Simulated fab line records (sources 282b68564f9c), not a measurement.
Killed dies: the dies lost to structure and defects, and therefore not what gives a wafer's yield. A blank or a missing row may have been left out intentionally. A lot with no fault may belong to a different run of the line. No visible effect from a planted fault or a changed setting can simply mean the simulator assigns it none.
fab line records -- flow rit_cmos -- part 1 of 2: steps 1 to 29 of 30
record: lots: 5, wafers: 23
route steps=202 shown GATE@91 REOX@101 NLDD@105 NSD@132 PSD@150 SDANNEAL@155 SILICIDE@162 CONTACT@175 M1@202
start_h: hours from the record's first day to the start of the lot's first wafer shown -- wait_h: hours elapsed since this lot's preceding step -- " as in the row above -- L1.1+2: a single row standing in for several wafers -- - no value, or no start was given -- * or withheld: withheld -- < > ~ a bound
route shown NAME@n: a module of which the file shows steps, and the number in the route of the first -- usual: mean and standard deviation over wafers with no fault -- same: alike in all rows -- chamber/n: place in a boat -- sites: readings site by site -- _std_site: their standard deviation -- _edge_site: outer sites' mean less inner sites' -- radius_mm: how far each site lies from the wafer's centre -- mask NAME#n: copy n -- behind: the last tool/chamber to shape the wafer -- hold: what put the lot on hold/how long, in hours/how the hold closed -- device: the n, p or np transistor that did not switch -- end of line: tests run on the same wafers once the route is complete -- where a step has no rows: the recipe by itself -- killed: the dies lost at the first sort to structure and to defects; this is not the yield of the wafer -- map: shows each die of a wafer: x if killed, . if not, _ if none is there
set.NAME: the setting the step ran with; set.NAME@STEP: the setting that earlier step ran with -- model.NAME: the simulator's own value behind a step, which no gauge read
lots where settings were altered on purpose, with a table for each step and a row for each wafer
== steps ==
step: RIT_GATE_DEVELOP_15
recipe: resist: NOVOLAK, develop_time_s: 50, dev_temp_c: 23
lot.wafer,tool,chamber,start_h,wait_h,set.dev_temp_c
L075.2+3+4,litho_track-03,0,-,-,23
L078.1+6,litho_track-03,0,-,-,19.82
L078.3+4+5,litho_track-03,0,-,-,23
L081.1+4,litho_track-02,0,-,-,20.57
L081.2+5+6,litho_track-02,0,-,-,23
L082.1+2+3+4+5,litho_track-02,0,-,-,23
L083.1+2+5,litho_track-02,0,-,-,23
L083.4+6,litho_track-02,0,-,-,20.72
step: RIT_GATE_HARDBAKE_18
recipe: resist: NOVOLAK, temp_c: 140, time_s: 60
step: RIT_GATE_ETCH_19
recipe: chemistry: SF6/CHF3/O2, time_s: 165, SF6_flow_sccm: 30, CHF3_flow_sccm: 30, O2_flow_sccm: 5, target: poly-Si, pressure_mtorr: 40, rf_w: 160, target_depth_a: 3125, over_etch_frac: 0.25, stop_on: SiO2
usual: oes_product_au: 0.853/0.018
lot.wafer,tool,chamber,start_h,wait_h,set.time_s@GATE_CVD_08,oes_product_au
L075.2,rie_si-01,3,48.22,0.1,2220,0.838
L075.3,rie_si-01,2,48.22,0.1,2220,0.851
L075.4,rie_si-01,1,48.22,0.1,2220,0.858
L078.1,rie_si-02,1,61.17,0.1,1909,0.749
L078.3,rie_si-02,0,61.17,0.1,1909,0.790
L078.4,rie_si-02,3,61.17,0.1,1909,0.756
L078.5,rie_si-02,2,61.17,0.1,1909,0.790
L078.6,rie_si-02,3,61.17,0.1,1909,0.757
L081.1,rie_si-01,0,76.46,0.1,2043,0.815
L081.2,rie_si-01,3,76.46,0.1,2043,0.792
L081.4,rie_si-01,2,76.46,0.1,2043,0.808
L081.5,rie_si-01,3,76.46,0.1,2043,0.784
L081.6,rie_si-01,2,76.46,0.1,2043,0.815
L082.1,rie_si-02,0,84.16,0.1,2455,0.923
L082.2,rie_si-02,1,84.16,0.1,2455,0.883
L082.3,rie_si-02,2,84.16,0.1,2455,0.925
L082.4,rie_si-02,3,84.16,0.1,2455,0.886
L082.5,rie_si-02,2,84.16,0.1,2455,0.928
L083.1,rie_si-01,3,88.07,0.1,2039,0.771
L083.2,rie_si-01,1,88.07,0.1,2039,0.810
L083.4,rie_si-01,2,88.07,0.1,2039,0.788
L083.5,rie_si-01,3,88.07,0.1,2039,0.787
L083.6,rie_si-01,2,88.07,0.1,2039,0.792
step: RIT_REOX_OXIDATION_03
recipe: temp_c: 900, ambient: O2, target_thk_a: 252, ox_time_s: 5580
lot.wafer,tool,chamber,start_h,wait_h,set.ox_time_s,model.SiO2_of_REOX_OXIDATION_03.thk_nm
L075.2,furnace-01,0,49.86,0.9,5580,25.83
L075.3,furnace-01,0,49.86,0.9,5580,25.55
L075.4,furnace-01,0,49.86,0.9,5580,25.71
L078.1,-,-,-,0.1,5131,24.04
L078.3,-,-,-,0.1,5131,23.65
L078.4,-,-,-,0.1,5131,24.05
L078.5,-,-,-,0.1,5131,23.83
L078.6,-,-,-,0.1,5131,23.8
L081.1,-,-,-,1.1,5089,23
L081.2,-,-,-,1.1,5089,23.68
L081.4,-,-,-,1.1,5089,22.78
L081.5,-,-,-,1.1,5089,23.09
L081.6,-,-,-,1.1,5089,23.21
L082.1,-,-,-,0.0,5902,25.81
L082.2+5,-,-,-,0.0,5902,25.67
L082.3,-,-,-,0.0,5902,25.99
L082.4,-,-,-,0.0,5902,25.86
L083.1,-,-,-,0.0,5335,24.44
L083.2,-,-,-,0.0,5335,24.15
L083.4,-,-,-,0.0,5335,24.81
L083.5,-,-,-,0.0,5335,24.1
L083.6,-,-,-,0.0,5335,24.48
step: RIT_NLDD_SOFTBAKE_02
recipe: resist: NOVOLAK, temp_c: 90, time_s: 60
lot.wafer,tool,chamber,start_h,wait_h,set.temp_c
L075.2+3+4,litho_track-04,0,52.79,0.1,90
L078.1+3+4,litho_track-02,0,64.96,0.1,90
L078.5+6,litho_track-02,0,64.96,0.1,91.1
L081.1+2+4+5+6,litho_track-02,0,81.28,0.1,90
L082.1+5,litho_track-04,0,88.01,0.1,90
L082.2+3+4,litho_track-04,0,88.01,0.1,86.39
L083.1+2+6,litho_track-01,0,91.78,0.1,89.04
L083.4+5,litho_track-01,0,91.78,0.1,90
step: RIT_NLDD_EXPOSE_03
recipe: mask_id: M7, na: 0.57, target_cd_nm: 40700, dose_mj: 250
step: RIT_NLDD_PEB_04
recipe: resist: NOVOLAK, temp_c: withheld, time_s: withheld
step: RIT_NLDD_DEVELOP_05
recipe: resist: NOVOLAK, develop_time_s: 50, dev_temp_c: 23
lot.wafer,tool,chamber,start_h,wait_h,set.temp_c@NLDD_SOFTBAKE_02,model.NOVOLAK_of_NLDD_COAT_01.thk_nm
L075.2,litho_track-02,0,-,-,90,995.1
L075.3,litho_track-02,0,-,-,90,994.8
L075.4,litho_track-02,0,-,-,90,997.9
L078.1,litho_track-04,0,-,-,90,998
L078.3,litho_track-04,0,-,-,90,999.8
L078.4,litho_track-04,0,-,-,90,998.2
L078.5,litho_track-04,0,-,-,91.1,994.2
L078.6,litho_track-04,0,-,-,91.1,994.7
L081.1+2,litho_track-01,0,-,-,90,1002
L081.4,litho_track-01,0,-,-,90,1000
L081.5,litho_track-01,0,-,-,90,1003
L081.6,litho_track-01,0,-,-,90,1001
L082.1,litho_track-04,0,-,-,90,995
L082.2,litho_track-04,0,-,-,86.39,1001
L082.3,litho_track-04,0,-,-,86.39,1008
L082.4,litho_track-04,0,-,-,86.39,1006
L082.5,litho_track-04,0,-,-,90,992.9
L083.1,litho_track-02,0,-,-,89.04,1005
L083.2,litho_track-02,0,-,-,89.04,1006
L083.4,litho_track-02,0,-,-,90,1001
L083.5,litho_track-02,0,-,-,90,999.9
L083.6,litho_track-02,0,-,-,89.04,1004
step: RIT_NLDD_IMPLANT_08
recipe: species: P, energy_kev: 20, dose_cm2: 5e+14, tilt_deg: 7
lot.wafer,tool,chamber,start_h,wait_h,set.energy_kev,model.implant.drp_nm
L075.2+3+4,implanter-01,0,53.53,0.1,20,12.97
L078.1+5,implanter-03,0,65.69,0.1,20,12.97
L078.3+4+6,implanter-03,0,65.69,0.1,20.56,13.19
L081.1+6,implanter-01,0,82.14,0.1,20,12.97
L081.2+4+5,implanter-01,0,82.14,0.1,20.33,13.1
L082.1+2+3,implanter-01,0,88.87,0.1,20.5,13.16
L082.4+5,implanter-01,0,88.87,0.1,20,12.97
L083.1+4+5,implanter-01,0,92.51,0.1,20.69,13.24
L083.2+6,implanter-01,0,92.51,0.1,20,12.97
step: RIT_NSD_COAT_01
recipe: resist: NOVOLAK, spin_rpm: 3250, resist_thk_nm: 1000
lot.wafer,tool,chamber,start_h,wait_h,set.resist_thk_nm,model.NOVOLAK_of_NSD_COAT_01.thk_nm
L075.2,litho_track-04,0,58.17,0.1,1000,997.5
L075.3,litho_track-04,0,58.17,0.1,1000,997.6
L075.4,litho_track-04,0,58.17,0.1,1000,993.5
L078.1,litho_track-03,0,70.28,0.1,1036,1035
L078.3,litho_track-03,0,70.28,0.1,1000,999.1
L078.4,litho_track-03,0,70.28,0.1,1036,1039
L078.5,litho_track-03,0,70.28,0.1,1000,1001
L078.6,litho_track-03,0,70.28,0.1,1036,1037
L081.1,litho_track-04,0,86.89,0.1,1044,1046
L081.2,litho_track-04,0,86.89,0.1,1044,1040
L081.4,litho_track-04,0,86.89,0.1,1000,1002
L081.5,litho_track-04,0,86.89,0.1,1000,999.3
L081.6,litho_track-04,0,86.89,0.1,1000,999.7
L082.1,litho_track-04,0,93.32,0.1,1043,1047
L082.2,litho_track-04,0,93.32,0.1,1043,1043
L082.3,litho_track-04,0,93.32,0.1,1000,1001
L082.4,litho_track-04,0,93.32,0.1,1000,1004
L082.5,litho_track-04,0,93.32,0.1,1043,1045
L083.1+4+5+6,litho_track-01,0,97.12,0.1,1000,1007
L083.2,litho_track-01,0,97.12,0.1,1000,1006
step: RIT_NSD_SOFTBAKE_02
recipe: resist: NOVOLAK, temp_c: 90, time_s: 60
step: RIT_NSD_EXPOSE_03
recipe: mask_id: M9, na: 0.57, target_cd_nm: 40700, dose_mj: 250
step: RIT_NSD_DEVELOP_05
recipe: resist: NOVOLAK, develop_time_s: 50, dev_temp_c: 23
step: RIT_NSD_HARDBAKE_07
recipe: resist: NOVOLAK, temp_c: 140, time_s: 60
lot.wafer,tool,chamber,start_h,wait_h,set.resist_thk_nm@NSD_COAT_01,model.NOVOLAK_of_NSD_COAT_01.thk_nm
L075.2,litho_track-04,0,59.03,0.0,1000,881.6
L075.3,litho_track-04,0,59.03,0.0,1000,881.7
L075.4,litho_track-04,0,59.03,0.0,1000,878
L078.1,litho_track-01,0,71.02,0.0,1036,914.3
L078.3,litho_track-01,0,71.02,0.0,1000,882.9
L078.4,litho_track-01,0,71.02,0.0,1036,917.5
L078.5,litho_track-01,0,71.02,0.0,1000,884.9
L078.6,litho_track-01,0,71.02,0.0,1036,916.5
L081.1,litho_track-03,0,87.75,0.0,1044,924.1
L081.2,litho_track-03,0,87.75,0.0,1044,918.6
L081.4,litho_track-03,0,87.75,0.0,1000,885.7
L081.5,litho_track-03,0,87.75,0.0,1000,883.2
L081.6,litho_track-03,0,87.75,0.0,1000,883.5
L082.1,litho_track-04,0,94.06,0.0,1043,924.6
L082.2,litho_track-04,0,94.06,0.0,1043,921.3
L082.3,litho_track-04,0,94.06,0.0,1000,884.3
L082.4,litho_track-04,0,94.06,0.0,1000,887.3
L082.5,litho_track-04,0,94.06,0.0,1043,923
L083.1,litho_track-04,0,97.98,0.0,1000,890
L083.2,litho_track-04,0,97.98,0.0,1000,889.1
L083.4,litho_track-04,0,97.98,0.0,1000,889.8
L083.5,litho_track-04,0,97.98,0.0,1000,890.1
L083.6,litho_track-04,0,97.98,0.0,1000,889.5
step: RIT_NSD_IMPLANT_08
recipe: species: P, energy_kev: 25, dose_cm2: 1e+15, tilt_deg: 7
lot.wafer,tool,chamber,start_h,wait_h,set.dose_cm2
L075.2+3+4,implanter-03,0,59.18,0.1,1e+15
L078.1+4,implanter-03,0,71.17,0.1,9.251e+14
L078.3+5+6,implanter-03,0,71.17,0.1,1e+15
L081.1+2+4,implanter-03,0,87.90,0.1,1e+15
L081.5+6,implanter-03,0,87.90,0.1,9.522e+14
L082.1+4+5,implanter-01,0,94.21,0.1,1e+15
L082.2+3,implanter-01,0,94.21,0.1,1.026e+15
L083.1+2+4+5+6,implanter-03,0,98.13,0.1,1e+15
step: RIT_PSD_IMPLANT_08
recipe: species: BF2, energy_kev: 27, dose_cm2: 5e+15, tilt_deg: 7
lot.wafer,tool,chamber,start_h,wait_h,set.energy_kev,model.implant.rp_nm,model.implant.drp_nm
L075.2+3+4,implanter-02,0,60.60,0.1,27,21.56,12.05
L078.1+3+5,implanter-03,0,72.59,0.1,26.35,21.42,11.84
L078.4+6,implanter-03,0,72.59,0.1,27,21.85,12.05
L081.1+2+4+5+6,implanter-03,0,89.32,0.1,27,22.35,12.05
L082.1+3+4,implanter-02,0,95.76,0.1,27,22.26,12.05
L082.2+5,implanter-02,0,95.76,0.1,27.42,22.54,12.18
L083.1+4,implanter-03,0,99.75,0.1,27,21.94,12.05
L083.2+5+6,implanter-03,0,99.75,0.1,28.36,22.82,12.47
step: RIT_PSD_STRIP_09
recipe: chemistry: O2, time_s: 180, resist: NOVOLAK, platen_temp_c: withheld, power_w: 500, pressure_mtorr: 4000, o2_flow_sccm: 4000
step: RIT_SDANNEAL_CLEAN_02
recipe: chemistry: SC2, mix: 3:3:50, time_s: 600, temp_c: 75, dry: n2_spin
step: RIT_SDANNEAL_RTA_03
recipe: temp_c: 1050, time_s: 5, idle_temp_c: 600, ramp_up_c_per_s: 342, ramp_down_c_per_s: 171, cool_to_c: 600, ambient: N2
step: RIT_SDANNEAL_RS_MEAS_04
recipe: thk_meas_gauge: four-point-probe
usual: PSD_RS: 115.94/0.27
lot.wafer,tool,chamber,start_h,wait_h,set.energy_kev@PSD_IMPLANT_08,PSD_RS[ohm/sq]
L075.2,film_metro-04,-,61.41,0.1,27,115.98
L075.3,film_metro-04,-,61.41,0.1,27,116.57
L075.4,film_metro-04,-,61.41,0.1,27,116.06
L078.1,film_metro-04,-,73.40,0.0,26.35,117.37
L078.3,film_metro-04,-,73.40,0.0,26.35,117.30
L078.4,film_metro-04,-,73.40,0.0,27,116.32
L078.5,film_metro-04,-,73.40,0.0,26.35,117.08
L078.6,film_metro-04,-,73.40,0.0,27,115.62
L081.1,film_metro-04,-,90.16,0.0,27,115.93
L081.2,film_metro-04,-,90.16,0.0,27,115.85
L081.4,film_metro-04,-,90.16,0.0,27,115.89
L081.5,film_metro-04,-,90.16,0.0,27,115.70
L081.6,film_metro-04,-,90.16,0.0,27,115.86
L082.1,film_metro-04,-,96.58,0.0,27,116.22
L082.2,film_metro-04,-,96.58,0.0,27.42,115.14
L082.3,film_metro-04,-,96.58,0.0,27,116.16
L082.4,film_metro-04,-,96.58,0.0,27,116.01
L082.5,film_metro-04,-,96.58,0.0,27.42,115.46
L083.1,film_metro-03,-,100.64,0.1,27,116.13
L083.2,film_metro-03,-,100.64,0.1,28.36,112.93
L083.4,film_metro-03,-,100.64,0.1,27,116.23
L083.5,film_metro-03,-,100.64,0.1,28.36,113.26
L083.6,film_metro-03,-,100.64,0.1,28.36,113.26
step: RIT_SDANNEAL_RS_MEAS_05
recipe: thk_meas_gauge: four-point-probe
usual: NSD_RS: 84.5/0.33
lot.wafer,tool,chamber,start_h,wait_h,set.dose_cm2@NSD_IMPLANT_08,NSD_RS[ohm/sq]
L075.2,film_metro-04,-,61.53,0.1,1e+15,84.3
L075.3,film_metro-04,-,61.53,0.1,1e+15,84.5
L075.4,film_metro-04,-,61.53,0.1,1e+15,84.3
L078.1,film_metro-04,-,73.52,0.1,9.251e+14,89.8
L078.3,film_metro-04,-,73.52,0.1,1e+15,84.2
L078.4,film_metro-04,-,73.52,0.1,9.251e+14,90.1
L078.5,film_metro-04,-,73.52,0.1,1e+15,84.3
L078.6,film_metro-04,-,73.52,0.1,1e+15,84.5
L081.1,film_metro-04,-,90.28,0.1,1e+15,84.8
L081.2,film_metro-04,-,90.28,0.1,1e+15,84.8
L081.4,film_metro-04,-,90.28,0.1,1e+15,84.6
L081.5,film_metro-04,-,90.28,0.1,9.522e+14,88.0
L081.6,film_metro-04,-,90.28,0.1,9.522e+14,87.9
L082.1,film_metro-04,-,96.70,0.1,1e+15,84.9
L082.2,film_metro-04,-,96.70,0.1,1.026e+15,83.3
L082.3,film_metro-04,-,96.70,0.1,1.026e+15,83.2
L082.4,film_metro-04,-,96.70,0.1,1e+15,84.9
L082.5,film_metro-04,-,96.70,0.1,1e+15,84.7
L083.1,film_metro-03,-,100.76,0.1,1e+15,84.3
L083.2,film_metro-03,-,100.76,0.1,1e+15,84.5
L083.4,film_metro-03,-,100.76,0.1,1e+15,84.4
L083.5,film_metro-03,-,100.76,0.1,1e+15,84.4
L083.6,film_metro-03,-,100.76,0.1,1e+15,84.5
step: RIT_SILICIDE_SPUTTER_01
recipe: material: Ti, target_thk_nm: 30, power_w: 350, chamber_pressure_pa: 0.667, gas: Ar, time_s: 240, substrate_temp_c: 25
lot.wafer,tool,chamber,start_h,wait_h,set.chamber_pressure_pa,model.Ti_of_SILICIDE_SPUTTER_01.thk_nm
L075.2,pvd_sputter-03,-,61.88,0.0,0.667,29.6
L075.3,pvd_sputter-03,-,61.88,0.0,0.667,29.98
L075.4,pvd_sputter-03,-,61.88,0.0,0.667,30.18
L078.1,pvd_sputter-01,-,73.89,0.0,0.7646,29.02
L078.3,pvd_sputter-01,-,73.89,0.0,0.7646,28.8
L078.4,pvd_sputter-01,-,73.89,0.0,0.7646,29.07
L078.5,pvd_sputter-01,-,73.89,0.0,0.7646,28.98
L078.6,pvd_sputter-01,-,73.89,0.0,0.7646,28.91
L081.1,pvd_sputter-01,-,90.66,0.0,0.667,30.14
L081.2,pvd_sputter-01,-,90.66,0.0,0.667,30.17
L081.4,pvd_sputter-01,-,90.66,0.0,0.667,30.35
L081.5,pvd_sputter-01,-,90.66,0.0,0.667,30.15
L081.6,pvd_sputter-01,-,90.66,0.0,0.667,30.02
L082.1,pvd_sputter-04,-,97.08,0.0,0.667,29.98
L082.2,pvd_sputter-04,-,97.08,0.0,0.667,30.34
L082.3,pvd_sputter-04,-,97.08,0.0,0.667,29.51
L082.4,pvd_sputter-04,-,97.08,0.0,0.667,30.18
L082.5,pvd_sputter-04,-,97.08,0.0,0.667,29.68
L083.1,pvd_sputter-01,-,101.13,0.0,0.7337,29.07
L083.2,pvd_sputter-01,-,101.13,0.0,0.7337,29.13
L083.4,pvd_sputter-01,-,101.13,0.0,0.7337,29.01
L083.5,pvd_sputter-01,-,101.13,0.0,0.7337,28.74
L083.6,pvd_sputter-01,-,101.13,0.0,0.7337,29
step: RIT_SILICIDE_RS_MEAS_02
recipe: thk_meas_gauge: four-point-probe, reads: Ti_of_SILICIDE_SPUTTER_01
usual: SILICIDE_TI_RS: 48.2/0.85
lot.wafer,tool,chamber,start_h,wait_h,set.chamber_pressure_pa@SILICIDE_SPUTTER_01,SILICIDE_TI_RS[ohm/sq]
L075.2,film_metro-01,-,62.05,0.1,0.667,48.7
L075.3,film_metro-01,-,62.05,0.1,0.667,47.9
L075.4,film_metro-01,-,62.05,0.1,0.667,47.5
L078.1,film_metro-01,-,74.04,0.1,0.7646,65.4
L078.3,film_metro-01,-,74.04,0.1,0.7646,66.2
L078.4,film_metro-01,-,74.04,0.1,0.7646,65.3
L078.5,film_metro-01,-,74.04,0.1,0.7646,65.6
L078.6,film_metro-01,-,74.04,0.1,0.7646,65.8
L081.1,film_metro-03,-,90.81,0.1,0.667,47.6
L081.2,film_metro-03,-,90.81,0.1,0.667,47.4
L081.4,film_metro-03,-,90.81,0.1,0.667,47.1
L081.5,film_metro-03,-,90.81,0.1,0.667,47.6
L081.6,film_metro-03,-,90.81,0.1,0.667,47.8
L082.1,film_metro-03,-,97.23,0.1,0.667,47.8
L082.2,film_metro-03,-,97.23,0.1,0.667,47.1
L082.3,film_metro-03,-,97.23,0.1,0.667,48.9
L082.4,film_metro-03,-,97.23,0.1,0.667,47.5
L082.5,film_metro-03,-,97.23,0.1,0.667,48.5
L083.1,film_metro-01,-,101.28,0.1,0.7337,60.0
L083.2,film_metro-01,-,101.28,0.1,0.7337,59.9
L083.4,film_metro-01,-,101.28,0.1,0.7337,60.1
L083.5,film_metro-01,-,101.28,0.1,0.7337,60.8
L083.6,film_metro-01,-,101.28,0.1,0.7337,60.2
step: RIT_CONTACT_DEVELOP_07
recipe: resist: NOVOLAK, develop_time_s: 120, dev_temp_c: 23
lot.wafer,tool,chamber,start_h,wait_h,set.develop_time_s
L075.2+3+4,litho_track-01,0,-,-,120
L078.1+3+4+5+6,litho_track-02,0,-,-,120
L081.1+5,litho_track-04,0,-,-,120
L081.2+4+6,litho_track-04,0,-,-,126.4
L082.1+3,litho_track-04,0,-,-,128.9
L082.2+4+5,litho_track-04,0,-,-,120
L083.1+2+5,litho_track-02,0,-,-,104.7
L083.4+6,litho_track-02,0,-,-,120
step: RIT_CONTACT_CD_MEAS_08
recipe: target_cd_nm: 1000
usual: cd_nm: 1000.3/2.1
lot.wafer,tool,chamber,start_h,wait_h,set.develop_time_s@CONTACT_DEVELOP_07,cd_nm
L075.2,cd_sem-01,-,63.65,-,120,997.9
L075.3,cd_sem-01,-,63.65,-,120,999.3
L075.4,cd_sem-01,-,63.65,-,120,997.8
L078.1,cd_sem-01,-,75.74,-,120,1000.6
L078.3,cd_sem-01,-,75.74,-,120,1000.3
L078.4,cd_sem-01,-,75.74,-,120,1000.7
L078.5,cd_sem-01,-,75.74,-,120,1000.0
L078.6,cd_sem-01,-,75.74,-,120,1003.3
L081.1,cd_sem-01,-,92.36,-,120,999.8
L081.2,cd_sem-01,-,92.36,-,126.4,1004.8
L081.4,cd_sem-01,-,92.36,-,126.4,1004.4
L081.5,cd_sem-01,-,92.36,-,120,1000.6
L081.6,cd_sem-01,-,92.36,-,126.4,1002.7
L082.1,cd_sem-01,-,98.73,-,128.9,1005.0
L082.2,cd_sem-01,-,98.73,-,120,998.9
L082.3,cd_sem-01,-,98.73,-,128.9,1005.8
L082.4,cd_sem-01,-,98.73,-,120,999.7
L082.5,cd_sem-01,-,98.73,-,120,997.3
L083.1,cd_sem-01,-,102.78,-,104.7,988.7
L083.2,cd_sem-01,-,102.78,-,104.7,990.5
L083.4,cd_sem-01,-,102.78,-,120,998.8
L083.5,cd_sem-01,-,102.78,-,104.7,987.9
L083.6,cd_sem-01,-,102.78,-,120,1000.2
step: RIT_CONTACT_HARDBAKE_10
recipe: resist: NOVOLAK, temp_c: 140, time_s: 60
step: RIT_CONTACT_ETCH_11
recipe: target_depth_a: 4800, over_etch_frac: 0.2, stop_on: TiSi2, chemistry: CHF3/CF4/Ar, target: SiO2, CHF3_flow_sccm: 50, cf4_flow_sccm: 10, Ar_flow_sccm: 100, O2_flow_sccm: 5, pressure_mtorr: 100, rf_w: 200, time_s: 320
lot.wafer,tool,chamber,start_h,wait_h,set.develop_time_s@CONTACT_DEVELOP_07,model.CONTACT.cd_nm
L075.2,rie_diel-02,0,63.94,0.1,120,998.1
L075.3,rie_diel-02,1,63.94,0.1,120,999.7
L075.4,rie_diel-02,3,63.94,0.1,120,998.4
L078.1+5,rie_diel-02,"2,3",76.17,0.1,120,1000
L078.3+4,rie_diel-02,"1,3",76.17,0.1,120,1001
L078.6,rie_diel-02,2,76.17,0.1,120,1003
L081.1,rie_diel-04,1,92.67,0.1,120,999.5
L081.2,rie_diel-04,0,92.67,0.1,126.4,1004
L081.4,rie_diel-04,3,92.67,0.1,126.4,1005
L081.5,rie_diel-04,3,92.67,0.1,120,1001
L081.6,rie_diel-04,0,92.67,0.1,126.4,1002
L082.1,rie_diel-04,3,99.03,0.1,128.9,1006
L082.2,rie_diel-04,0,99.03,0.1,120,998.2
L082.3,rie_diel-04,2,99.03,0.1,128.9,1005
L082.4,rie_diel-04,1,99.03,0.1,120,999.4
L082.5,rie_diel-04,1,99.03,0.1,120,997
L083.1,rie_diel-03,1,103.08,0.1,104.7,988.9
L083.2,rie_diel-03,3,103.08,0.1,104.7,990
L083.4,rie_diel-03,1,103.08,0.1,120,998.8
L083.5,rie_diel-03,3,103.08,0.1,104.7,987.5
L083.6,rie_diel-03,0,103.08,0.1,120,999.7
step: RIT_CONTACT_STRIP_12
recipe: chemistry: O2, time_s: 180, resist: NOVOLAK, platen_temp_c: withheld, power_w: 500, pressure_mtorr: 4000, o2_flow_sccm: 4000
lot.wafer,tool,chamber,start_h,wait_h,set.time_s
L075.2+3+4,plasma_asher-01,"0,0,1",64.13,0.1,180
L078.1+4+5,plasma_asher-01,"1,1,0",76.37,0.1,158.4
L078.3+6,plasma_asher-01,"0,1",76.37,0.1,180
L081.1+2+4+5+6,plasma_asher-01,"1,0,0,0,1",92.86,0.1,180
L082.1+3+5,plasma_asher-01,0,99.23,0.1,195.6
L082.2+4,plasma_asher-01,1,99.23,0.1,180
L083.1+2+4+5+6,plasma_asher-01,"1,0,1,0,1",103.28,0.1,180
step: RIT_CONTACT_CD_MEAS_90
recipe: target_cd_nm: 1000
usual: cd_nm: 1000.2/2.1
lot.wafer,tool,chamber,start_h,wait_h,set.develop_time_s@CONTACT_DEVELOP_07,cd_nm
L075.2,cd_sem-02,-,64.33,0.1,120,998.4
L075.3,cd_sem-02,-,64.33,0.1,120,999.3
L075.4,cd_sem-02,-,64.33,0.1,120,998.6
L078.1,cd_sem-02,-,76.54,0.1,120,1000.1
L078.3,cd_sem-02,-,76.54,0.1,120,1000.9
L078.4,cd_sem-02,-,76.54,0.1,120,1001.3
L078.5,cd_sem-02,-,76.54,0.1,120,1000.5
L078.6,cd_sem-02,-,76.54,0.1,120,1003.1
L081.1,cd_sem-02,-,93.04,0.1,120,999.8
L081.2,cd_sem-02,-,93.04,0.1,126.4,1004.3
L081.4,cd_sem-02,-,93.04,0.1,126.4,1004.5
L081.5,cd_sem-02,-,93.04,0.1,120,1001.2
L081.6,cd_sem-02,-,93.04,0.1,126.4,1001.7
L082.1,cd_sem-02,-,99.40,0.1,128.9,1005.7
L082.2,cd_sem-02,-,99.40,0.1,120,998.5
L082.3,cd_sem-02,-,99.40,0.1,128.9,1005.1
L082.4,cd_sem-02,-,99.40,0.1,120,999.1
L082.5,cd_sem-02,-,99.40,0.1,120,996.7
L083.1,cd_sem-02,-,103.45,0.1,104.7,989.2
L083.2,cd_sem-02,-,103.45,0.1,104.7,989.9
L083.4,cd_sem-02,-,103.45,0.1,120,998.9
L083.5,cd_sem-02,-,103.45,0.1,104.7,987.4
L083.6,cd_sem-02,-,103.45,0.1,120,999.7
== key ==
split: step: RIT_GATE_DEVELOP_15, setting: dev_temp_c, stated: 23, by: wafer
response: step: RIT_M1_PROBE_99, reading: model.etest.pmos_turned.r_on_ohm_um, change: +27.8, per: 1%, r: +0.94
response: step: RIT_M1_PROBE_99, reading: model.etest.pmos_0p3.r_on_ohm_um, change: +26.8, per: 1%, r: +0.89
response: step: RIT_M1_PROBE_99, reading: model.etest.pmos_0p15.r_on_ohm_um, change: +27.3, per: 1%, r: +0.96
response: step: RIT_M1_PROBE_99, reading: model.etest.nmos_turned.drive_ua_um, change: -4.21, per: 1%, r: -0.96
response: step: RIT_M1_PROBE_99, reading: model.etest.nmos_0p15.drive_ua_um, change: -6.82, per: 1%, r: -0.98
response: step: RIT_M1_PROBE_99, reading: model.etest.pmos_0p15.drive_ua_um, change: -4.31, per: 1%, r: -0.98
split: step: RIT_REOX_OXIDATION_03, setting: ox_time_s, stated: 5580, by: lot
response: step: RIT_REOX_OXIDATION_03, reading: model.SiO2_of_REOX_OXIDATION_03.thk_nm, change: +0.173, per: 1%, r: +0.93
split: step: RIT_NLDD_SOFTBAKE_02, setting: temp_c, stated: 90, by: wafer
response: step: RIT_NLDD_DEVELOP_05, reading: model.NOVOLAK_of_NLDD_COAT_01.thk_nm, change: -2.91, per: 1%, r: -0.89
split: step: RIT_NLDD_IMPLANT_08, setting: energy_kev, stated: 20, by: wafer
response: step: RIT_NLDD_IMPLANT_08, reading: model.implant.drp_nm, change: +0.0778, per: 1%, r: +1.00
split: step: RIT_NSD_COAT_01, setting: resist_thk_nm, stated: 1000, by: wafer
response: step: RIT_NSD_COAT_01, reading: model.NOVOLAK_of_NSD_COAT_01.thk_nm, change: +9.88, per: 1%, r: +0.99
response: step: RIT_NSD_HARDBAKE_07, reading: model.NOVOLAK_of_NSD_COAT_01.thk_nm, change: +8.64, per: 1%, r: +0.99
split: step: RIT_NSD_IMPLANT_08, setting: dose_cm2, stated: 1e+15, by: wafer
response: step: RIT_SDANNEAL_RS_MEAS_05, reading: NSD_RS, change: -0.718, per: 1%, r: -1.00
split: step: RIT_PSD_IMPLANT_08, setting: energy_kev, stated: 27, by: wafer
response: step: RIT_PSD_IMPLANT_08, reading: model.implant.rp_nm, change: +0.175, per: 1%, r: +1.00
response: step: RIT_PSD_IMPLANT_08, reading: model.implant.drp_nm, change: +0.0843, per: 1%, r: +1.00
response: step: RIT_SDANNEAL_RS_MEAS_04, reading: PSD_RS, change: -0.585, per: 1%, r: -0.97
split: step: RIT_SILICIDE_SPUTTER_01, setting: chamber_pressure_pa, stated: 0.667, by: lot
response: step: RIT_SILICIDE_SPUTTER_01, reading: model.Ti_of_SILICIDE_SPUTTER_01.thk_nm, change: -0.0806, per: 1%, r: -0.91
response: step: RIT_SILICIDE_RS_MEAS_02, reading: SILICIDE_TI_RS, change: +1.23, per: 1%, r: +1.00
split: step: RIT_CONTACT_DEVELOP_07, setting: develop_time_s, stated: 120, by: wafer
response: step: RIT_CONTACT_CD_MEAS_08, reading: cd_nm, change: +0.825, per: 1%, r: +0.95
response: step: RIT_CONTACT_ETCH_11, reading: model.CONTACT.cd_nm, change: +0.837, per: 1%, r: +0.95
response: step: RIT_CONTACT_CD_MEAS_90, reading: cd_nm, change: +0.828, per: 1%, r: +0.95
split: step: RIT_CONTACT_STRIP_12, setting: time_s, stated: 180, by: wafer
response none clear
split outside_this_file step=RIT_GATE_CVD_08 setting=time_s
split outside_this_file: this setting was split too, and the file shows its column; the key of that split is in another file
